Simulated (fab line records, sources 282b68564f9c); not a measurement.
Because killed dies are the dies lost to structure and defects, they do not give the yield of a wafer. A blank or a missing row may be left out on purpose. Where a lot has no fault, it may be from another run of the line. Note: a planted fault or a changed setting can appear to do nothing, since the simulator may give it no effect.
Code-filled problem report in 8D (eight disciplines) form ; flow rit cmos ; the parts of the form that need people (team, actions taken, sign-off) are left out

## 1. PROBLEM STATEMENT
Across 6 wafers from 2 lots, PWELL_TW at RIT_PWELL_TW_MEAS_10 averages 822, while fault-free wafers read 957 with a standard deviation of 8.5. That puts it -16 standard deviations away from the usual mean.
Seen first at day 5 11:55 on film metro-02, wafer L170.1. At this step, 42 wafers from 14 lots have a number in the record. By rule, "out" or "out of limits" means more than 4 standard deviations away from the usual mean. Any other wafer with a number is counted as sound.

## 2. WHAT IT IS, AND WHAT IT ISN'T
question;is;is not
which readings at this step;PWELL_TW;-
which lots;L170, L174;L154, L156, L159, L160, L161, L162, L163, L164, L165, L166, L171, L175
which wafers of those lots;all that have a number;-
read on which gauges;film metro-02;film metro-01, film metro-04
when;from day 5 11:55;"up to then (30 sound wafers); but 6 sound wafers of L171, L175 came after"

## 3. SUSPECTS, AND WHAT RULES EACH OUT
Counting: any tool at a process step up to the reading is kept as a suspect provided that every lot that is out went through it and no sound lot did after the first of them.
- ruled out: the gauge at RIT_PWELL_TW_MEAS_10. All the wafers that are out were read on film metro-02, but those of them that RIT_PWELL_IMPLANT_08 has rows for are out there too, on other tools.
- implanter-03 at RIT_PWELL_IMPLANT_08: kept. It processed each lot that is out, first L170 at day 5 11:35, and no sound lot thereafter; up to then, the last sound lot it processed was L166 at day 4 15:38. Out on those wafers are its own readings of dose ions cm2, faraday current uA.
The count leaves implanter-03 at RIT_PWELL_IMPLANT_08.

## 4. THE CAUSE (what the simulator had put in)
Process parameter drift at RIT_PWELL_IMPLANT_08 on implanter-03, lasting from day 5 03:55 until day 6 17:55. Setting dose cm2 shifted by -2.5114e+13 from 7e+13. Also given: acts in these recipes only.
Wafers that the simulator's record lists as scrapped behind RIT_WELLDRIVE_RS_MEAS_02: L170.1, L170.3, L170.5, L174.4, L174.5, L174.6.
After counting, this tool was the only one left.

## 5. THE CHAIN OF EFFECTS, in route order
Each row: a reading whose mean over the struck wafers that have a number lies more than 3 standard deviations from the usual. Readings are gone through only where the record gives a usual standard deviation; hours: the median, over the lots, of the time from a lot's start at the first step in this table giving one to that lot's start at this step; sigmas: the change measured in usual standard deviations.
hours;step;reading;usual;on struck wafers;change;sigmas
0;RIT_PWELL_IMPLANT_08;dose ions cm2;6.999e+13;4.492e+13;-2.507e+13;-99 or more
0;RIT_PWELL_IMPLANT_08;faraday current uA;222;142;-80;-19
0;RIT_PWELL_TW_MEAS_10;PWELL_TW;957;822;-135;-16
9;RIT_WELLDRIVE_RS_MEAS_02;PWELL_RS;429.6 ohm/sq;571.6;+142.0;+99 or more
It contains these process steps:
- RIT_PWELL_IMPLANT_08

## 6. HOW IT WOULD HAVE BEEN CAUGHT EARLIER
The first out-of-limits reading at a measuring or inspecting step in this record came at day 5 11:55, 8 hours after the fault's start at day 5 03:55.
At RIT_PWELL_IMPLANT_08, the tool's own readings (dose ions cm2, faraday current uA) were out on each struck wafer the step has a row for, so an alarm limit on them would have fired on the first such wafer.
Lots out: 2; of these, L174 started RIT_PWELL_IMPLANT_08 on implanter-03 after day 5 11:55. A tool hold placed at that time would have kept it from harm.
